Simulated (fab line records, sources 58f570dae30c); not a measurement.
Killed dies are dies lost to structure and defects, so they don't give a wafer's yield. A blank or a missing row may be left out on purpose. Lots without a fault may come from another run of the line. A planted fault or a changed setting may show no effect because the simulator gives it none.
Which tool did it? | flow berkeley_cmos170 | 14 lots, 42 wafers sampled, at 5 steps of a route of 331

WHAT THE GAUGES READ, wafer by wafer
UCB170_PWELL_TW_MEAS_17. Usual: PWELL_TW 382, standard deviation 3.
lot  | measured    | on            | PWELL_TW    | flag
L828 | day 3 16:34 | film_metro-03 | 382 382 382 |
L829 | day 3 22:07 | film_metro-01 | 387 388 386 |
L830 | day 3 22:28 | film_metro-02 | 380 381 381 |
L831 | day 3 22:49 | film_metro-01 | 386 387 386 |
L833 | day 4 03:46 | film_metro-03 | 381 382 382 |
L834 | day 4 15:13 | film_metro-02 | 378 379 379 |
L835 | day 4 15:43 | film_metro-03 | 382 381 384 |
L837 | day 5 11:43 | film_metro-02 | 380 378 378 |
L838 | day 5 18:22 | film_metro-02 | 377 377 378 |
L842 | day 6 07:12 | film_metro-02 | 318 319 315 | OFF
L841 | day 6 07:28 | film_metro-01 | 385 383 384 |
L844 | day 6 17:50 | film_metro-03 | 317 319 319 | OFF
L850 | day 7 18:27 | film_metro-03 | 378 380 378 |
L849 | day 7 18:30 | film_metro-01 | 382 385 385 |

UCB170_M2_CD_MEAS_15: target cd 700 nm. Usual: cd_nm 699.8 nm, standard deviation 1.3.
lot  | measured     | on        | cd_nm (nm)        | flag
L828 | day 9 03:03  | cd_sem-02 | 698.4 698.3 699.4 |
L829 | day 9 18:04  | cd_sem-02 | 699.8 700.2 701.6 |
L830 | day 9 12:29  | cd_sem-02 | 699.6 699.5 701.1 |
L831 | day 9 14:22  | cd_sem-02 | 701.7 702.0 701.4 |
L833 | day 9 14:49  | cd_sem-02 | 702.0 702.8 701.5 |
L834 | day 10 03:29 | cd_sem-02 | 698.3 700.1 698.8 |
L835 | day 10 04:18 | cd_sem-02 | 698.5 699.0 697.8 |
L837 | day 10 21:53 | cd_sem-02 | 697.6 697.3 697.7 |
L838 | day 10 21:26 | cd_sem-02 | 701.6 702.1 701.4 |
L842 | day 11 16:28 | cd_sem-02 | 700.1 700.5 700.2 |
L841 | day 11 16:08 | cd_sem-02 | 699.9 699.8 699.2 |
L844 | day 12 00:47 | cd_sem-01 | 700.8 698.4 699.7 |
L850 | day 13 12:09 | cd_sem-01 | 700.6 701.1 701.6 |
L849 | day 13 19:35 | cd_sem-01 | 699.2 700.6 699.0 |

WHICH TOOL RAN EACH LOT (tool, then ch and the chambers of the sampled wafers, then the start)
lot  | UCB170_PWELL_SOFTBAKE_09         | UCB170_PWELL_IMPLANT_15        | UCB170_SILICIDE_RTA_04
L828 | litho_track-01 ch 0, day 3 11:47 | implanter-02 ch 0, day 3 16:19 | rtp_anneal-02 ch 0, day 8 10:44
L829 | litho_track-01 ch 0, day 3 21:01 | implanter-04 ch 0, day 3 21:52 | rtp_anneal-02 ch 0, day 8 21:46
L830 | litho_track-02 ch 0, day 3 21:01 | implanter-04 ch 0, day 3 22:13 | rtp_anneal-01 ch 0, day 8 20:31
L831 | litho_track-04 ch 0, day 3 21:14 | implanter-02 ch 0, day 3 22:31 | rtp_anneal-01 ch 0, day 8 21:02
L833 | litho_track-02 ch 0, day 4 02:47 | implanter-04 ch 0, day 4 03:31 | rtp_anneal-02 ch 0, day 8 21:02
L834 | litho_track-02 ch 0, day 4 14:17 | implanter-04 ch 0, day 4 14:58 | rtp_anneal-01 ch 0, day 9 10:01
L835 | litho_track-01 ch 0, day 4 14:34 | implanter-04 ch 0, day 4 15:28 | rtp_anneal-01 ch 0, day 9 09:22
L837 | litho_track-01 ch 0, day 5 10:26 | implanter-02 ch 0, day 5 11:29 | rtp_anneal-02 ch 0, day 10 03:35
L838 | litho_track-01 ch 0, day 5 17:08 | implanter-02 ch 0, day 5 18:07 | rtp_anneal-01 ch 0, day 10 03:49
L842 | litho_track-02 ch 0, day 6 05:57 | implanter-04 ch 0, day 6 06:58 | rtp_anneal-01 ch 0, day 10 21:12
L841 | litho_track-04 ch 0, day 6 06:05 | implanter-02 ch 0, day 6 07:13 | rtp_anneal-02 ch 0, day 10 21:01
L844 | litho_track-04 ch 0, day 6 16:15 | implanter-04 ch 0, day 6 17:35 | rtp_anneal-01 ch 0, day 11 06:43
L850 | litho_track-01 ch 0, day 7 16:55 | implanter-02 ch 0, day 7 18:12 | rtp_anneal-01 ch 0, day 12 19:00
L849 | litho_track-02 ch 0, day 7 16:56 | implanter-03 ch 0, day 7 18:16 | rtp_anneal-02 ch 0, day 12 19:28
- UCB170_PWELL_SOFTBAKE_09: time 62.83 s.
- UCB170_PWELL_IMPLANT_15
- UCB170_SILICIDE_RTA_04: time 15 s.

WHAT THE TOOLS THEMSELVES READ (means of the sampled wafers that have a number; where no wafer has one, the mark that the record gives instead)
UCB170_PWELL_SOFTBAKE_09. Usual: plate_sensor_t_centre_C 131.41 C, standard deviation 0.0096; plate_sensor_t_edge_C 131.53 C, standard deviation 0.01.
lot  | tool           | plate_sensor_t_centre_C (C) | plate_sensor_t_edge_C (C) | flag
L828 | litho_track-01 | 131.42                      | 131.54                    |
L829 | litho_track-01 | 131.41                      | 131.54                    |
L830 | litho_track-02 | 131.41                      | 131.51                    |
L831 | litho_track-04 | 131.40                      | 131.53                    |
L833 | litho_track-02 | 131.41                      | 131.52                    |
L834 | litho_track-02 | 131.42                      | 131.53                    |
L835 | litho_track-01 | 131.41                      | 131.52                    |
L837 | litho_track-01 | 131.40                      | 131.52                    |
L838 | litho_track-01 | 131.41                      | 131.53                    |
L842 | litho_track-02 | 131.41                      | 131.53                    |
L841 | litho_track-04 | 131.41                      | 131.53                    |
L844 | litho_track-04 | 131.41                      | 131.54                    |
L850 | litho_track-01 | 131.40                      | 131.52                    |
L849 | litho_track-02 | 131.41                      | 131.53                    |

UCB170_PWELL_IMPLANT_15. Usual: dose_ions_cm2 5e+12, standard deviation 5.6e+09; faraday_current_uA 15.9, standard deviation 0.34; tilt_deg 7.003 degrees, standard deviation 0.019.
lot  | tool         | dose_ions_cm2 | faraday_current_uA | tilt_deg (degrees) | flag
L828 | implanter-02 | 5e+12         | 15.7               | 7.017              |
L829 | implanter-04 | 5e+12         | 15.8               | 6.990              |
L830 | implanter-04 | 5e+12         | 15.5               | 6.979              |
L831 | implanter-02 | 5e+12         | 15.9               | 6.995              |
L833 | implanter-04 | 5e+12         | 16.1               | 6.987              |
L834 | implanter-04 | 5e+12         | 15.9               | 6.997              |
L835 | implanter-04 | 5e+12         | 15.9               | 6.977              |
L837 | implanter-02 | 5e+12         | 15.9               | 6.997              |
L838 | implanter-02 | 5e+12         | 15.7               | 6.975              |
L842 | implanter-04 | 3e+12         | 8.7                | 6.996              | OFF
L841 | implanter-02 | 5e+12         | 15.8               | 7.007              |
L844 | implanter-04 | 3e+12         | 8.9                | 7.025              | OFF
L850 | implanter-02 | 5e+12         | 15.9               | 7.032              |
L849 | implanter-03 | 5e+12         | 15.9               | 7.011              |

UCB170_SILICIDE_RTA_04. Usual: lamp_power_pct 9.6 %, standard deviation 0.34; wafer_temp_C_max 653.5, standard deviation 0.67.
lot  | tool          | lamp_power_pct (%) | wafer_temp_C_max | flag
L828 | rtp_anneal-02 | 10.0               | 653.9            |
L829 | rtp_anneal-02 | 10.0               | 653.4            |
L830 | rtp_anneal-01 | 9.3                | 654.4            |
L831 | rtp_anneal-01 | 9.3                | 652.6            |
L833 | rtp_anneal-02 | 10.0               | 653.0            |
L834 | rtp_anneal-01 | 9.3                | 653.6            |
L835 | rtp_anneal-01 | 9.3                | 653.3            |
L837 | rtp_anneal-02 | 10.0               | 653.9            |
L838 | rtp_anneal-01 | 9.3                | 653.5            |
L842 | rtp_anneal-01 | 9.3                | 654.3            |
L841 | rtp_anneal-02 | 10.0               | 653.1            |
L844 | rtp_anneal-01 | 9.3                | 653.9            |
L850 | rtp_anneal-01 | 9.3                | 653.6            |
L849 | rtp_anneal-02 | 10.0               | 653.2            |

THE ANSWER, worked out from the rows above alone
Rule: a lot is off if the mean of its wafers that have a number lies more than 3 standard deviations from the usual mean. A lot without any number at a reading at which 4 lots or more have one is off too. The other lots that the step has rows for count as sound. The gauges are gone through in route order, then the tools' own readings, and for those a lot's mean is taken as printed above. The first step at which some lot is off is used, and at that step the reading that is off furthest; a lot without a number counts as furthest.
Off: L842, L844, at UCB170_PWELL_TW_MEAS_17 (PWELL_TW).
A tool fits if, at a process step before that reading, it ran every lot that is off, and no sound lot after the first of them. The gauges at UCB170_PWELL_TW_MEAS_17 aren't tried: what is off there is off at UCB170_PWELL_IMPLANT_15 too, on other tools, and a gauge's error can't cause that. One fits: implanter-04 at UCB170_PWELL_IMPLANT_15. Its last sound lot is L835 (day 4 15:28), its first lot that is off L842 (day 6 06:58): a fault that began between those two fits.
The tool's own readings at UCB170_PWELL_IMPLANT_15 bear it out: on the lots that are off they differ by more than 5 times the standard deviation of the sound lots' means. dose_ions_cm2 reads 3e+12 there against 5e+12 on the sound lots; faraday_current_uA reads 8.8 there against 15.8 on the sound lots.

WHAT THE SIMULATOR HAD PUT IN
Process parameter drift: implanter-04, from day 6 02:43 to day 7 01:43, at UCB170_PWELL_IMPLANT_15. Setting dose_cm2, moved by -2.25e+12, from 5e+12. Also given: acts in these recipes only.
Lots struck among those shown: L842, L844. The rule above found the same.
